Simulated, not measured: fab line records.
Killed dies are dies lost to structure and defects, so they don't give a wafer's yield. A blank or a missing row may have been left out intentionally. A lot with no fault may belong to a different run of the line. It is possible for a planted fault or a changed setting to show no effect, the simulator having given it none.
fab line records -- flow berkeley_cmos170
record: lots: 5, wafers: 27
route steps=331 shown PWELL@48 WELLDRIVE@56 SPACER@171 M1@238 V1@254 M3@331
start_h: hours from the record's first day to the start of the lot's first wafer shown -- wait_h: time in hours since the lot's previous step -- " repeats the value in the row above -- L1.1+2: one row covering several wafers at once -- - either no value or no given start -- * or withheld: withheld -- < > ~ a bound
route shown NAME@n: a module of which the file shows steps, and the number in the route of the first -- usual: mean and standard deviation over wafers with no fault -- same: alike in all rows -- chamber/n: place in a boat -- sites: readings site by site -- _std_site: the standard deviation of these -- _edge_site: mean of outer sites minus mean of inner sites -- radius_mm: how far each site lies from the wafer's centre -- mask NAME#n: copy n -- behind: tool/chamber where the wafer was last shaped -- hold: the reason the lot was held/the length of the hold in hours/how it ended -- device: transistor that didn't switch, given as n, p or np -- end of line: at the end of the route, the tests of the same wafers -- a step given without rows: its recipe and nothing more -- killed: dies that structure and defects cost at the first sort, which is not the same as the wafer's yield -- map: per-die view of a wafer (x killed, . not killed, _ where there is no die)
set.NAME: the setting that was run; set.NAME@STEP: the one run at that earlier step -- model.NAME: the simulator's own value behind a step, which no gauge read
lots with deliberately changed settings; one table per step, one row per wafer
== steps ==
step: UCB170_PWELL_ETCH_14
recipe: chemistry: CH3F/Ar/O2, target: Si3N4, stop_on: SiO2, CH3F_flow_sccm: 20, Ar_flow_sccm: 50, O2_flow_sccm: 7, pressure_mtorr: 50, rf_w: 450, target_depth_a: 2420, over_etch_frac: 0.1, time_s: 151
lot.wafer,tool,chamber,start_h,wait_h,set.time_s,model.SiO2_of_PWELL_OXIDATION_02.thk_nm,model.KrF_of_PWELL_COAT_08.thk_nm
L077.1,rie_diel-04,2,63.77,0.0,234.7,0.6287,631.7
L077.2,rie_diel-04,3,63.77,0.0,234.7,0.3642,634.5
L077.3,rie_diel-04,0,63.77,0.0,151,22.77,727.6
L077.4,rie_diel-04,2,63.77,0.0,151,22.89,724.5
L077.5,rie_diel-04,3,63.77,0.0,151,22.84,725.1
L077.6,rie_diel-04,0,63.77,0.0,234.7,2.052,642.2
L079.1,rie_diel-04,2,72.17,0.0,72.78,24.14,808.4
L079.2,rie_diel-04,1,72.17,0.0,72.78,24.49,810.1
L079.3,rie_diel-04,0,72.17,0.0,72.78,23.9,812.2
L079.4,rie_diel-04,1,72.17,0.0,151,22.54,729.5
L079.5,rie_diel-04,0,72.17,0.0,151,22.65,729.2
L079.6,rie_diel-04,2,72.17,0.0,151,22.62,723.1
L081.1,rie_diel-04,1,79.06,0.0,151,23.12,730.5
L081.2,rie_diel-04,3,79.06,0.0,151,22.86,730.9
L081.3,rie_diel-04,2,79.06,0.0,151,22.67,724.5
L081.4,rie_diel-04,0,79.06,0.0,151,22.52,729.3
L081.5,rie_diel-04,0,79.06,0.0,151,23.29,731.8
L081.6,rie_diel-04,1,79.06,0.0,151,22.98,728
L082.1,rie_diel-04,2,90.63,0.0,151,22.67,730
L082.4,rie_diel-04,3,90.63,0.0,151,22.5,730.4
L082.6,rie_diel-04,3,90.63,0.0,151,22.64,732.4
L084.1,rie_diel-03,1,96.56,0.0,151,22.36,732.6
L084.2,rie_diel-03,0,96.56,0.0,151,22.58,731.4
L084.3,rie_diel-03,3,96.56,0.0,151,21.84,723.5
L084.4,rie_diel-03,2,96.56,0.0,151,22.37,732.4
L084.5,rie_diel-03,1,96.56,0.0,151,22.29,730.9
L084.6,rie_diel-03,2,96.56,0.0,151,22.23,731.5
step: UCB170_PWELL_IMPLANT_15
recipe: species: B, dose_cm2: 5e+12, energy_kev: 60, tilt_deg: 7
step: UCB170_PWELL_STRIP_16
recipe: chemistry: O2, power_w: 400, pressure_mtorr: 3500, platen_temp_c: withheld, o2_flow_sccm: 400, overash_fraction: 0.5
usual: strip_time_to_endpoint_s: 18.19/0.086
lot.wafer,tool,chamber,start_h,wait_h,set.time_s@PWELL_ETCH_14,strip_time_to_endpoint_s
L077.1,plasma_asher-03,1,64.02,0.1,234.7,15.86
L077.2,plasma_asher-03,0,64.02,0.1,234.7,15.93
L077.3,plasma_asher-03,0,64.02,0.1,151,18.15
L077.4,plasma_asher-03,1,64.02,0.1,151,18.08
L077.5,plasma_asher-03,1,64.02,0.1,151,18.10
L077.6,plasma_asher-03,0,64.02,0.1,234.7,16.12
L079.1,plasma_asher-02,1,72.42,0.1,72.78,20.10
L079.2,plasma_asher-02,0,72.42,0.1,72.78,20.13
L079.3,plasma_asher-02,0,72.42,0.1,72.78,20.19
L079.4,plasma_asher-02,1,72.42,0.1,151,18.21
L079.5,plasma_asher-02,0,72.42,0.1,151,18.20
L079.6,plasma_asher-02,1,72.42,0.1,151,18.05
L081.1,plasma_asher-01,1,79.32,0.1,151,18.24
L081.2,plasma_asher-01,0,79.32,0.1,151,18.23
L081.3,plasma_asher-01,1,79.32,0.1,151,18.10
L081.4,plasma_asher-01,0,79.32,0.1,151,18.20
L081.5,plasma_asher-01,1,79.32,0.1,151,18.28
L081.6,plasma_asher-01,0,79.32,0.1,151,18.17
L082.1,plasma_asher-03,0,90.88,0.1,151,18.23
L082.4,plasma_asher-03,0,90.88,0.1,151,18.23
L082.6,plasma_asher-03,0,90.88,0.1,151,18.28
L084.1,plasma_asher-03,1,96.81,0.1,151,18.28
L084.2,plasma_asher-03,0,96.81,0.1,151,18.27
L084.3,plasma_asher-03,1,96.81,0.1,151,18.07
L084.4,plasma_asher-03,0,96.81,0.1,151,18.27
L084.5,plasma_asher-03,0,96.81,0.1,151,18.24
L084.6,plasma_asher-03,1,96.81,0.1,151,18.25
step: UCB170_WELLDRIVE_OXIDATION_01
recipe: temp_c: 1100, ambient: O2, target_thk_a: 1990, ox_time_s: 9000
lot.wafer,tool,chamber,start_h,wait_h,set.ox_time_s,model.SiO2_of_WELLDRIVE_OXIDATION_01.thk_nm
L077.1,-,-,-,2.5,5629,146.9
L077.2,-,-,-,2.5,5629,151.5
L077.3,-,-,-,2.5,5629,152
L077.4,-,-,-,2.5,5629,153
L077.5,-,-,-,2.5,5629,153.2
L077.6,-,-,-,2.5,5629,154.4
L079.1,-,-,-,0.3,10930,220.5
L079.2+6,-,-,-,0.3,10930,224.1
L079.3,-,-,-,0.3,10930,226.2
L079.4,-,-,-,0.3,10930,224.5
L079.5,-,-,-,0.3,10930,222.3
L081.1,-,-,-,0.4,9000,200.1
L081.2,-,-,-,0.4,9000,200.3
L081.3,-,-,-,0.4,9000,201.8
L081.4,-,-,-,0.4,9000,205.1
L081.5,-,-,-,0.4,9000,202.1
L081.6,-,-,-,0.4,9000,200.5
L082.1,furnace-03,0,97.07,1.2,9000,198.4
L082.4,furnace-03,0,97.07,1.2,9000,199.8
L082.6,furnace-03,0,97.07,1.2,9000,199.3
L084.1,-,-,-,2.7,7379,179.2
L084.2,-,-,-,2.7,7379,180.6
L084.3,-,-,-,2.7,7379,178.1
L084.4,-,-,-,2.7,7379,179.1
L084.5,-,-,-,2.7,7379,179.8
L084.6,-,-,-,2.7,7379,178.2
step: UCB170_WELLDRIVE_THK_MEAS_02
recipe: reads: SiO2_of_WELLDRIVE_OXIDATION_01
usual: WELLDRIVE_OXIDE_THK: 199.5/2.2
lot.wafer,tool,chamber,start_h,wait_h,set.ox_time_s@WELLDRIVE_OXIDATION_01,WELLDRIVE_OXIDE_THK[nm]
L077.1,film_metro-01,-,-,-,5629,146.8
L077.2,film_metro-01,-,-,-,5629,151.5
L077.3,film_metro-01,-,-,-,5629,152.0
L077.4,film_metro-01,-,-,-,5629,153.0
L077.5,film_metro-01,-,-,-,5629,153.1
L077.6,film_metro-01,-,-,-,5629,154.4
L079.1,film_metro-02,-,-,-,10930,220.6
L079.2,film_metro-02,-,-,-,10930,224.1
L079.3,film_metro-02,-,-,-,10930,226.2
L079.4,film_metro-02,-,-,-,10930,224.6
L079.5,film_metro-02,-,-,-,10930,222.3
L079.6,film_metro-02,-,-,-,10930,224.1
L081.1,film_metro-02,-,-,-,9000,200.1
L081.2,film_metro-02,-,-,-,9000,200.2
L081.3,film_metro-02,-,-,-,9000,201.8
L081.4,film_metro-02,-,-,-,9000,205.0
L081.5,film_metro-02,-,-,-,9000,202.0
L081.6,film_metro-02,-,-,-,9000,200.2
L082.1,film_metro-02,-,100.57,0.0,9000,198.5
L082.4,film_metro-02,-,100.57,0.0,9000,199.9
L082.6,film_metro-02,-,100.57,0.0,9000,199.1
L084.1,film_metro-01,-,-,-,7379,179.3
L084.2,film_metro-01,-,-,-,7379,180.6
L084.3,film_metro-01,-,-,-,7379,178.2
L084.4,film_metro-01,-,-,-,7379,179.1
L084.5,film_metro-01,-,-,-,7379,179.9
L084.6,film_metro-01,-,-,-,7379,178.2
step: UCB170_SPACER_CVD_00
recipe: material: SiO2, target_thk_nm: 376, temp_c: 390, precursor: TEOS/O2, time_s: 47, rf_w: 550, pressure_mtorr: 9000
lot.wafer,tool,chamber,start_h,wait_h,set.time_s,model.SiO2_of_SPACER_CVD_00.thk_nm
L077.1,pecvd-04,2,144.16,0.0,47,374.7
L077.2,pecvd-04,1,144.16,0.0,64.2,513.6
L077.3,pecvd-04,0,144.16,0.0,47,374
L077.4,pecvd-04,2,144.16,0.0,64.2,518.2
L077.5,pecvd-04,0,144.16,0.0,47,385.5
L077.6,pecvd-04,1,144.16,0.0,64.2,519.5
L079.1,pecvd-01,1,144.16,0.0,47,373.8
L079.2,pecvd-01,2,144.16,0.0,47,372.3
L079.3,pecvd-01,0,144.16,0.0,47,368.9
L079.4,pecvd-01,2,144.16,0.0,47,380.5
L079.5,pecvd-01,1,144.16,0.0,47,377
L079.6,pecvd-01,0,144.16,0.0,47,372.1
L081.1,pecvd-02,2,163.12,0.0,47,371.6
L081.2,pecvd-02,1,163.12,0.0,23.37,186.4
L081.3,pecvd-02,0,163.12,0.0,47,373.7
L081.4,pecvd-02,2,163.12,0.0,47,379.7
L081.5,pecvd-02,0,163.12,0.0,23.37,183.9
L081.6,pecvd-02,1,163.12,0.0,23.37,185.2
L082.1,pecvd-01,1,169.78,0.0,47,373.7
L082.4,pecvd-01,1,169.78,0.0,47,376.5
L082.6,pecvd-01,2,169.78,0.0,47,375.9
L084.1,pecvd-02,0,170.23,0.0,47,371.9
L084.2,pecvd-02,2,170.23,0.0,33.98,274.3
L084.3,pecvd-02,1,170.23,0.0,33.98,265.1
L084.4,pecvd-02,0,170.23,0.0,47,383.2
L084.5,pecvd-02,2,170.23,0.0,47,381.6
L084.6,pecvd-02,1,170.23,0.0,33.98,275.4
step: UCB170_SPACER_THK_MEAS_01
recipe: reads: SiO2_of_SPACER_CVD_00
usual: SPACER_TEOS_THK: 375/5
lot.wafer,tool,chamber,start_h,wait_h,set.time_s@SPACER_CVD_00,SPACER_TEOS_THK[nm]
L077.1,film_metro-03,-,144.20,0.0,47,375
L077.2,film_metro-03,-,144.20,0.0,64.2,514
L077.3,film_metro-03,-,144.20,0.0,47,374
L077.4,film_metro-03,-,144.20,0.0,64.2,518
L077.5,film_metro-03,-,144.20,0.0,47,386
L077.6,film_metro-03,-,144.20,0.0,64.2,519
L079.1,film_metro-04,-,144.20,0.0,47,374
L079.2,film_metro-04,-,144.20,0.0,47,372
L079.3,film_metro-04,-,144.20,0.0,47,369
L079.4,film_metro-04,-,144.20,0.0,47,380
L079.5,film_metro-04,-,144.20,0.0,47,377
L079.6,film_metro-04,-,144.20,0.0,47,372
L081.1,film_metro-03,-,163.17,0.0,47,371
L081.2,film_metro-03,-,163.17,0.0,23.37,186
L081.3,film_metro-03,-,163.17,0.0,47,373
L081.4,film_metro-03,-,163.17,0.0,47,379
L081.5,film_metro-03,-,163.17,0.0,23.37,184
L081.6,film_metro-03,-,163.17,0.0,23.37,185
L082.1,film_metro-03,-,169.82,0.0,47,374
L082.4,film_metro-03,-,169.82,0.0,47,376
L082.6,film_metro-03,-,169.82,0.0,47,376
L084.1,film_metro-04,-,170.27,0.0,47,372
L084.2,film_metro-04,-,170.27,0.0,33.98,274
L084.3,film_metro-04,-,170.27,0.0,33.98,265
L084.4,film_metro-04,-,170.27,0.0,47,383
L084.5,film_metro-04,-,170.27,0.0,47,382
L084.6,film_metro-04,-,170.27,0.0,33.98,275
step: UCB170_SPACER_ANNEAL_02
recipe: temp_c: 900, time_s: 1800, ambient: N2
step: UCB170_SPACER_ETCHBACK_03
recipe: stop_on: Si, target: SiO2, chemistry: CHF3/CF4/Ar, CHF3_flow_sccm: 50, cf4_flow_sccm: 10, Ar_flow_sccm: 120, pressure_mtorr: 200, rf_w: 500, target_depth_a: 3760, time_s: 100
usual: oes_product_au: 0.899/0.015
lot.wafer,tool,chamber,start_h,wait_h,set.time_s@SPACER_CVD_00,oes_product_au,model.etch.depth_nm
L077.1,rie_diel-03,2,150.79,0.0,47,0.916,374.7
L077.2,rie_diel-03,1,150.79,0.0,64.2,0.983,418.4
L077.3,rie_diel-03,3,150.79,0.0,47,0.890,374
L077.4,rie_diel-03,0,150.79,0.0,64.2,0.963,-
L077.5,rie_diel-03,3,150.79,0.0,47,0.901,-
L077.6,rie_diel-03,2,150.79,0.0,64.2,1.004,-
L079.1,rie_diel-02,2,150.79,0.0,47,0.899,373.8
L079.2,rie_diel-02,3,150.79,0.0,47,0.893,372.3
L079.3,rie_diel-02,1,150.79,0.0,47,0.896,368.9
L079.4,rie_diel-02,0,150.79,0.0,47,0.902,380.5
L079.5,rie_diel-02,3,150.79,0.0,47,0.900,377
L079.6,rie_diel-02,2,150.79,0.0,47,0.886,372.1
L081.1,rie_diel-03,2,164.88,0.0,47,0.903,371.6
L081.2,rie_diel-03,3,164.88,0.0,23.37,0.554,186.4
L081.3,rie_diel-03,0,164.88,0.0,47,0.869,373.7
L081.4,rie_diel-03,1,164.88,0.0,47,0.909,-
L081.5,rie_diel-03,3,164.88,0.0,23.37,0.565,-
L081.6,rie_diel-03,0,164.88,0.0,23.37,0.548,-
L082.1,rie_diel-03,1,174.12,0.0,47,0.897,373.7
L082.4,rie_diel-03,3,174.12,0.0,47,0.885,376.5
L082.6,rie_diel-03,3,174.12,0.0,47,0.887,375.9
L084.1,rie_diel-02,0,174.19,0.1,47,0.887,371.9
L084.2,rie_diel-02,3,174.19,0.1,33.98,0.721,274.3
L084.3,rie_diel-02,2,174.19,0.1,33.98,0.705,265.1
L084.4,rie_diel-02,1,174.19,0.1,47,0.916,383.2
L084.5,rie_diel-02,3,174.19,0.1,47,0.915,381.6
L084.6,rie_diel-02,2,174.19,0.1,33.98,0.715,275.4
step: UCB170_M1_SPUTTER_00
recipe: material: Al, target_thk_nm: 600, time_s: 80, power_w: 6000, chamber_pressure_pa: 0.5
lot.wafer,tool,chamber,start_h,wait_h,set.time_s,model.Al_of_M1_SPUTTER_00.thk_nm
L077.1,pvd_sputter-02,-,161.12,0.0,80,604.6
L077.2,pvd_sputter-02,-,161.12,0.0,80,592.2
L077.3,pvd_sputter-02,-,161.12,0.0,80,602.7
L077.4,pvd_sputter-02,-,161.12,0.0,93.45,701.4
L077.5,pvd_sputter-02,-,161.12,0.0,93.45,707.2
L077.6,pvd_sputter-02,-,161.12,0.0,93.45,699.7
L079.1,pvd_sputter-03,-,163.50,0.0,80,590.3
L079.2,pvd_sputter-03,-,163.50,0.0,80,599.5
L079.3,pvd_sputter-03,-,163.50,0.0,80,598.8
L079.4,pvd_sputter-03,-,163.50,0.0,80,602.6
L079.5,pvd_sputter-03,-,163.50,0.0,80,597.2
L079.6,pvd_sputter-03,-,163.50,0.0,80,603.9
L081.1,pvd_sputter-03,-,175.86,0.0,80,611.5
L081.2,pvd_sputter-03,-,175.86,0.0,80,607.7
L081.3,pvd_sputter-03,-,175.86,0.0,80,601
L081.4,pvd_sputter-03,-,175.86,0.0,61.24,461.4
L081.5,pvd_sputter-03,-,175.86,0.0,61.24,460.8
L081.6,pvd_sputter-03,-,175.86,0.0,61.24,459.5
L082.1,pvd_sputter-02,-,186.08,0.0,80,596.7
L082.4,pvd_sputter-02,-,186.08,0.0,80,605.4
L082.6,pvd_sputter-02,-,186.08,0.0,80,607
L084.1,pvd_sputter-01,-,188.38,0.0,80,600.5
L084.2+4+6,pvd_sputter-01,-,188.38,0.0,80,600.1
L084.3,pvd_sputter-01,-,188.38,0.0,80,606.1
L084.5,pvd_sputter-01,-,188.38,0.0,80,601.1
step: UCB170_M1_RS_MEAS_01
recipe: thk_meas_gauge: four-point-probe, reads: Al_of_M1_SPUTTER_00
usual: M1_AL_RS: 0.0486/0.00047
lot.wafer,tool,chamber,start_h,wait_h,set.time_s@M1_SPUTTER_00,M1_AL_RS[ohm/sq]
L077.1,film_metro-01,-,161.18,0.0,80,0.0482
L077.2,film_metro-01,-,161.18,0.0,80,0.0492
L077.3,film_metro-01,-,161.18,0.0,80,0.0483
L077.4,film_metro-01,-,161.18,0.0,93.45,0.0414
L077.5,film_metro-01,-,161.18,0.0,93.45,0.0411
L077.6,film_metro-01,-,161.18,0.0,93.45,0.0415
L079.1,film_metro-01,-,163.57,0.0,80,0.0493
L079.2,film_metro-01,-,163.57,0.0,80,0.0486
L079.3,film_metro-01,-,163.57,0.0,80,0.0487
L079.4,film_metro-01,-,163.57,0.0,80,0.0484
L079.5,film_metro-01,-,163.57,0.0,80,0.0489
L079.6,film_metro-01,-,163.57,0.0,80,0.0483
L081.1,film_metro-04,-,175.92,0.0,80,0.0476
L081.2,film_metro-04,-,175.92,0.0,80,0.0480
L081.3,film_metro-04,-,175.92,0.0,80,0.0485
L081.4,film_metro-04,-,175.92,0.0,61.24,0.0632
L081.5,film_metro-04,-,175.92,0.0,61.24,0.0636
L081.6,film_metro-04,-,175.92,0.0,61.24,0.0637
L082.1,film_metro-04,-,186.14,0.0,80,0.0488
L082.4,film_metro-04,-,186.14,0.0,80,0.0481
L082.6,film_metro-04,-,186.14,0.0,80,0.0480
L084.1,film_metro-04,-,188.44,0.0,80,0.0484
L084.2,film_metro-04,-,188.44,0.0,80,0.0484
L084.3,film_metro-04,-,188.44,0.0,80,0.0480
L084.4,film_metro-04,-,188.44,0.0,80,0.0486
L084.5,film_metro-04,-,188.44,0.0,80,0.0483
L084.6,film_metro-04,-,188.44,0.0,80,0.0485
step: UCB170_M1_THK_MEAS_02
recipe: thk_meas_gauge: xrf, reads: Al_of_M1_SPUTTER_00
usual: M1_AL_THK: 598/5.6
lot.wafer,tool,chamber,start_h,wait_h,set.time_s@M1_SPUTTER_00,M1_AL_THK[nm]
L077.1,film_metro-01,-,161.30,0.1,80,603
L077.2,film_metro-01,-,161.30,0.1,80,591
L077.3,film_metro-01,-,161.30,0.1,80,604
L077.4,film_metro-01,-,161.30,0.1,93.45,703
L077.5,film_metro-01,-,161.30,0.1,93.45,708
L077.6,film_metro-01,-,161.30,0.1,93.45,698
L079.1,film_metro-01,-,163.69,0.1,80,590
L079.2,film_metro-01,-,163.69,0.1,80,601
L079.3,film_metro-01,-,163.69,0.1,80,596
L079.4,film_metro-01,-,163.69,0.1,80,603
L079.5,film_metro-01,-,163.69,0.1,80,596
L079.6,film_metro-01,-,163.69,0.1,80,604
L081.1,film_metro-04,-,176.04,0.1,80,611
L081.2,film_metro-04,-,176.04,0.1,80,609
L081.3,film_metro-04,-,176.04,0.1,80,602
L081.4,film_metro-04,-,176.04,0.1,61.24,457
L081.5,film_metro-04,-,176.04,0.1,61.24,457
L081.6,film_metro-04,-,176.04,0.1,61.24,457
L082.1,film_metro-04,-,186.26,0.1,80,593
L082.4,film_metro-04,-,186.26,0.1,80,603
L082.6,film_metro-04,-,186.26,0.1,80,606
L084.1,film_metro-04,-,188.56,0.1,80,596
L084.2,film_metro-04,-,188.56,0.1,80,596
L084.3,film_metro-04,-,188.56,0.1,80,607
L084.4,film_metro-04,-,188.56,0.1,80,602
L084.5,film_metro-04,-,188.56,0.1,80,598
L084.6,film_metro-04,-,188.56,0.1,80,595
step: UCB170_M1_COAT_03
recipe: resist: BARC, temp_c: withheld, time_s: withheld, spin_rpm: 3000, resist_thk_nm: withheld
step: UCB170_M1_COAT_04
recipe: resist: KrF, spin_rpm: 1500, resist_thk_nm: 900
step: UCB170_M1_ETCH_11
recipe: chemistry: N2/H2, target_depth_a: withheld, overetch_a: withheld, target: BARC, time_s: withheld, source_w: 500, bias_w: 100, pressure_mtorr: 30, n2_flow_sccm: 100, h2_flow_sccm: 200
step: UCB170_M1_METAL_ETCH_12
recipe: chemistry: Cl2/BCl3, target: Al, stop_on: PSG, pressure_mtorr: 12, target_depth_a: 7800, over_etch_frac: 0.3, time_s: 130, icp_w: 600, bias_w: 120, Cl2_flow_sccm: 90, bcl3_flow_sccm: 45
usual: oes_product_au: 0.848/0.017
lot.wafer,tool,chamber,start_h,wait_h,set.time_s@M1_SPUTTER_00,oes_product_au
L077.1,rie_metal-04,0,163.95,-,80,0.831
L077.2,rie_metal-04,0,163.95,-,80,0.830
L077.3,rie_metal-04,0,163.95,-,80,0.833
L077.4,rie_metal-04,0,163.95,-,93.45,0.920
L077.5,rie_metal-04,0,163.95,-,93.45,0.906
L077.6,rie_metal-04,0,163.95,-,93.45,0.915
L079.1,rie_metal-02,1,165.10,-,80,0.845
L079.2,rie_metal-02,0,165.10,-,80,0.856
L079.3,rie_metal-02,0,165.10,-,80,0.849
L079.4,rie_metal-02,1,165.10,-,80,0.848
L079.5,rie_metal-02,0,165.10,-,80,0.849
L079.6,rie_metal-02,1,165.10,-,80,0.855
L081.1,rie_metal-04,0,177.28,-,80,0.845
L081.2,rie_metal-04,0,177.28,-,80,0.837
L081.3,rie_metal-04,0,177.28,-,80,0.835
L081.4,rie_metal-04,0,177.28,-,61.24,0.731
L081.5,rie_metal-04,0,177.28,-,61.24,0.715
L081.6,rie_metal-04,0,177.28,-,61.24,0.730
L082.1,rie_metal-04,0,188.45,-,80,0.835
L082.4,rie_metal-04,1,188.45,-,80,0.874
L082.6,rie_metal-04,1,188.45,-,80,0.880
L084.1,rie_metal-01,0,190.00,-,80,0.875
L084.2,rie_metal-01,1,190.00,-,80,0.842
L084.3,rie_metal-01,1,190.00,-,80,0.857
L084.4,rie_metal-01,0,190.00,-,80,0.873
L084.5,rie_metal-01,1,190.00,-,80,0.847
L084.6,rie_metal-01,0,190.00,-,80,0.870
step: UCB170_V1_CVD_00
recipe: material: SiO2, target_thk_nm: 2000, temp_c: 390, precursor: TEOS/O2, time_s: 250, rf_w: 550, pressure_mtorr: 9000
lot.wafer,tool,chamber,start_h,wait_h,set.time_s,model.SiO2_of_V1_CVD_00.thk_nm
L077.1,pecvd-01,2,167.54,0.0,169.2,1360
L077.2,pecvd-01,0,167.54,0.0,250,1979
L077.3,pecvd-01,1,167.54,0.0,169.2,1352
L077.4,pecvd-01,1,167.54,0.0,250,2030
L077.5,pecvd-01,0,167.54,0.0,250,2040
L077.6,pecvd-01,2,167.54,0.0,169.2,1385
L079.1,pecvd-04,0,167.54,0.0,250,1962
L079.2,pecvd-04,1,167.54,0.0,250,1960
L079.3,pecvd-04,2,167.54,0.0,250,1969
L079.4,pecvd-04,0,167.54,0.0,250,1994
L079.5,pecvd-04,1,167.54,0.0,250,1982
L079.6,pecvd-04,2,167.54,0.0,250,2009
L081.1,pecvd-04,1,181.18,0.0,250,1958
L081.2,pecvd-04,0,181.18,0.0,250,1953
L081.3,pecvd-04,2,181.18,0.0,250,2015
L081.4,pecvd-04,2,181.18,0.0,250,2010
L081.5,pecvd-04,1,181.18,0.0,250,1979
L081.6,pecvd-04,0,181.18,0.0,250,1982
L082.1,pecvd-04,0,191.47,0.0,250,1972
L082.4,pecvd-04,2,191.47,0.0,250,2016
L082.6,pecvd-04,1,191.47,0.0,250,1998
L084.1,pecvd-04,1,195.41,0.0,372,2932
L084.2,pecvd-04,2,195.41,0.0,372,2972
L084.3,pecvd-04,0,195.41,0.0,250,1966
L084.4,pecvd-04,1,195.41,0.0,250,1991
L084.5,pecvd-04,0,195.41,0.0,372,2956
L084.6,pecvd-04,2,195.41,0.0,250,2027
step: UCB170_V1_THK_MEAS_01
recipe: reads: SiO2_of_V1_CVD_00
usual: V1_TEOS_THK: 2001/27
lot.wafer,tool,chamber,start_h,wait_h,set.time_s@V1_CVD_00,V1_TEOS_THK[nm]
L077.1,film_metro-02,-,167.70,0.1,169.2,1360
L077.2,film_metro-02,-,167.70,0.1,250,1980
L077.3,film_metro-02,-,167.70,0.1,169.2,1351
L077.4,film_metro-02,-,167.70,0.1,250,2030
L077.5,film_metro-02,-,167.70,0.1,250,2043
L077.6,film_metro-02,-,167.70,0.1,169.2,1386
L079.1,film_metro-03,-,167.70,0.1,250,1964
L079.2,film_metro-03,-,167.70,0.1,250,1961
L079.3,film_metro-03,-,167.70,0.1,250,1969
L079.4,film_metro-03,-,167.70,0.1,250,1994
L079.5,film_metro-03,-,167.70,0.1,250,1982
L079.6,film_metro-03,-,167.70,0.1,250,2010
L081.1,film_metro-02,-,181.33,0.1,250,1958
L081.2,film_metro-02,-,181.33,0.1,250,1953
L081.3,film_metro-02,-,181.33,0.1,250,2015
L081.4,film_metro-02,-,181.33,0.1,250,2008
L081.5,film_metro-02,-,181.33,0.1,250,1980
L081.6,film_metro-02,-,181.33,0.1,250,1980
L082.1,film_metro-04,-,191.63,0.1,250,1971
L082.4,film_metro-04,-,191.63,0.1,250,2018
L082.6,film_metro-04,-,191.63,0.1,250,1999
L084.1,film_metro-03,-,195.56,0.1,372,2933
L084.2,film_metro-03,-,195.56,0.1,372,2973
L084.3,film_metro-03,-,195.56,0.1,250,1966
L084.4,film_metro-03,-,195.56,0.1,250,1990
L084.5,film_metro-03,-,195.56,0.1,372,2955
L084.6,film_metro-03,-,195.56,0.1,250,2026
step: UCB170_M3_PROBE_99
lot.wafer,tool,chamber,start_h,wait_h,set.time_s@SPACER_CVD_00,model.etest.nldd.line_ohm_um,model.etest.pldd.line_ohm_um,model.etest.pldd.rs_ohm_sq
L077.1,prober-02,-,180.15,0.1,47,1289,1909,1141
L077.2,prober-02,-,180.20,0.1,64.2,1271,1896,1134
L077.3,prober-02,-,180.25,0.2,47,1284,1854,1110
L077.4,prober-02,-,180.30,0.2,64.2,1302,1956,1147
L077.5,prober-02,-,180.35,0.2,47,1254,1863,1112
L077.6,prober-02,-,180.40,0.2,64.2,1272,1856,1134
L079.4,prober-01,-,180.76,0.2,47,1482,2231,1117
L079.5,prober-01,-,180.81,0.2,47,1488,2139,1090
L079.6,prober-01,-,180.86,0.2,47,1447,1995,1061
L081.1,prober-02,-,196.79,0.1,47,1347,1938,1104
L081.2,prober-02,-,196.84,0.1,23.37,6.722,6.842,3.637
L081.3,prober-02,-,196.89,0.2,47,1374,1961,1123
L081.4,prober-02,-,196.94,0.2,47,1382,1938,1111
L081.6,prober-02,-,197.04,0.2,23.37,6.661,6.669,3.649
L082.4,prober-02,-,204.56,0.2,47,1314,1834,1101
L082.6,prober-02,-,204.66,0.2,47,1278,1831,1122
L084.1,prober-02,-,206.26,0.1,47,1372,1974,1121
L084.2,prober-02,-,206.31,0.1,33.98,158.6,163.5,92.26
L084.3,prober-02,-,206.36,0.2,33.98,144.2,157.6,89.06
L084.5,prober-02,-,206.46,0.2,47,1360,1957,1112
killed by level:class
L082.4 SACOX:geometric_particle:open=1 PWELL:area_etch=1
L082.6 SILICIDE:geometric_particle:short=1 V2:geometric_particle:short=1 M3:geometric_particle:short=1
== key ==
split: step: UCB170_PWELL_ETCH_14, setting: time_s, stated: 151, by: wafer
response: step: UCB170_PWELL_ETCH_14, reading: model.SiO2_of_PWELL_OXIDATION_02.thk_nm, shape: bent, at_lowest: 24.18, at_stated: 22.63, at_highest: 1.015
response: step: UCB170_PWELL_ETCH_14, reading: model.KrF_of_PWELL_COAT_08.thk_nm, change: -1.61, per: 1%, r: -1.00
response: step: UCB170_PWELL_STRIP_16, reading: strip_time_to_endpoint_s, change: *, per: 1%, r: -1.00
split: step: UCB170_WELLDRIVE_OXIDATION_01, setting: ox_time_s, stated: 9000, by: lot
response: step: UCB170_WELLDRIVE_OXIDATION_01, reading: model.SiO2_of_WELLDRIVE_OXIDATION_01.thk_nm, change: +1.22, per: 1%, r: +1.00
response: step: UCB170_WELLDRIVE_THK_MEAS_02, reading: WELLDRIVE_OXIDE_THK, change: +1.22, per: 1%, r: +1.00
split: step: UCB170_SPACER_CVD_00, setting: time_s, stated: 47, by: wafer
response: step: UCB170_SPACER_CVD_00, reading: model.SiO2_of_SPACER_CVD_00.thk_nm, change: +3.8, per: 1%, r: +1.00
response: step: UCB170_SPACER_THK_MEAS_01, reading: SPACER_TEOS_THK, change: +3.8, per: 1%, r: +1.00
response: step: UCB170_SPACER_ETCHBACK_03, reading: oes_product_au, change: +0.00546, per: 1%, r: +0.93
response: step: UCB170_SPACER_ETCHBACK_03, reading: model.etch.depth_nm, shape: bent, at_lowest: 186.4, at_stated: 375.1, at_highest: 418.4
response: step: UCB170_M3_PROBE_99, reading: model.etest.pldd.line_ohm_um, shape: bent, at_lowest: 6.755, at_stated: 1956, at_highest: 1903
response: step: UCB170_M3_PROBE_99, reading: model.etest.pldd.rs_ohm_sq, shape: bent, at_lowest: 3.643, at_stated: 1110, at_highest: 1138
response: step: UCB170_M3_PROBE_99, reading: model.etest.nldd.line_ohm_um, shape: bent, at_lowest: 6.691, at_stated: 1360, at_highest: 1281
split: step: UCB170_M1_SPUTTER_00, setting: time_s, stated: 80, by: wafer
response: step: UCB170_M1_SPUTTER_00, reading: model.Al_of_M1_SPUTTER_00.thk_nm, change: +6.2, per: 1%, r: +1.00
response: step: UCB170_M1_RS_MEAS_01, reading: M1_AL_RS, change: -0.000581, per: 1%, r: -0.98
response: step: UCB170_M1_THK_MEAS_02, reading: M1_AL_THK, change: +6.33, per: 1%, r: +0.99
response: step: UCB170_M1_METAL_ETCH_12, reading: oes_product_au, change: +0.00485, per: 1%, r: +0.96
split: step: UCB170_V1_CVD_00, setting: time_s, stated: 250, by: wafer
response: step: UCB170_V1_CVD_00, reading: model.SiO2_of_V1_CVD_00.thk_nm, change: +19.8, per: 1%, r: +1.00
response: step: UCB170_V1_THK_MEAS_01, reading: V1_TEOS_THK, change: +19.8, per: 1%, r: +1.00
